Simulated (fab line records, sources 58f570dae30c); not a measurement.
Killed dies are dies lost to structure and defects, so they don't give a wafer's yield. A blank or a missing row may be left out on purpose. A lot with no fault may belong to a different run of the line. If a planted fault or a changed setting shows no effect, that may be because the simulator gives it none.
Which tool is to blame? | flow berkeley_cmos170 | 6 lots, 18 wafers sampled, at 3 steps of a route of 331

== WHAT THE GAUGES READ, wafer by wafer ==
UCB170_V2_CD_MEAS_12: the cd target is 700 nm.
lot  | measured     | on        | cd_nm (nm)
L100 | day 8 11:08  | cd_sem-01 | 701.0 700.4 700.6
L103 | day 8 13:03  | cd_sem-01 | 702.4 701.9 701.8
L104 | day 8 16:44  | cd_sem-01 | 697.3 697.3 698.6
L108 | day 9 10:53  | cd_sem-02 | 698.2 700.0 699.1
L114 | day 10 08:46 | cd_sem-02 | 699.7 698.7 700.0
L120 | day 12 04:58 | cd_sem-02 | 700.3 702.0 703.1

== TOOL THAT RAN EACH LOT (tool first, then ch and the chambers of the sampled wafers, then the start) ==
lot  | UCB170_M1_ETCH_11                  | UCB170_V2_CVD_00
L100 | rie_diel-02 ch 0,1,2, day 7 19:44  | pecvd-02 ch 0,1, day 8 08:59
L103 | rie_diel-02 ch 0,1,3, day 7 20:56  | pecvd-02 ch 1,2, day 8 09:45
L104 | rie_diel-04 ch 0,2,3, day 8 06:15  | pecvd-01 ch 0,1, day 8 14:49
L108 | rie_diel-01 ch 1,2, day 8 21:18    | pecvd-02 ch 0,1,2, day 9 08:50
L114 | rie_diel-02 ch 0,1,2, day 9 22:31  | pecvd-04 ch 0,1,2, day 10 07:03
L120 | rie_diel-01 ch 1,2,3, day 11 17:59 | pecvd-02 ch 0,1,2, day 12 02:50
- UCB170_M1_ETCH_11: etches BARC in N2/H2.
- UCB170_V2_CVD_00: deposits SiO2 from TEOS/O2, target thk 2000 nm, time 250 s.

== THE ANSWER, worked out from the rows above alone ==
Rule: what is usual is taken from the lots themselves. The widest of any qualifying gaps counts: lots, ordered by their means at a reading, are off when they make up no more than a third of the lots, leave a main group of 4 or more, and stand apart from it by 3 or more times the standard deviation of that group's means. Not used: any main group whose means are identical at the precision the tables above print for the reading. Also off: a lot with no number at a reading for which 4 or more lots have one. The other lots that the step has rows for count as sound.
No lot is off at any reading shown: from this, nothing can be told.

== WHAT THE SIMULATOR HAD INSERTED ==
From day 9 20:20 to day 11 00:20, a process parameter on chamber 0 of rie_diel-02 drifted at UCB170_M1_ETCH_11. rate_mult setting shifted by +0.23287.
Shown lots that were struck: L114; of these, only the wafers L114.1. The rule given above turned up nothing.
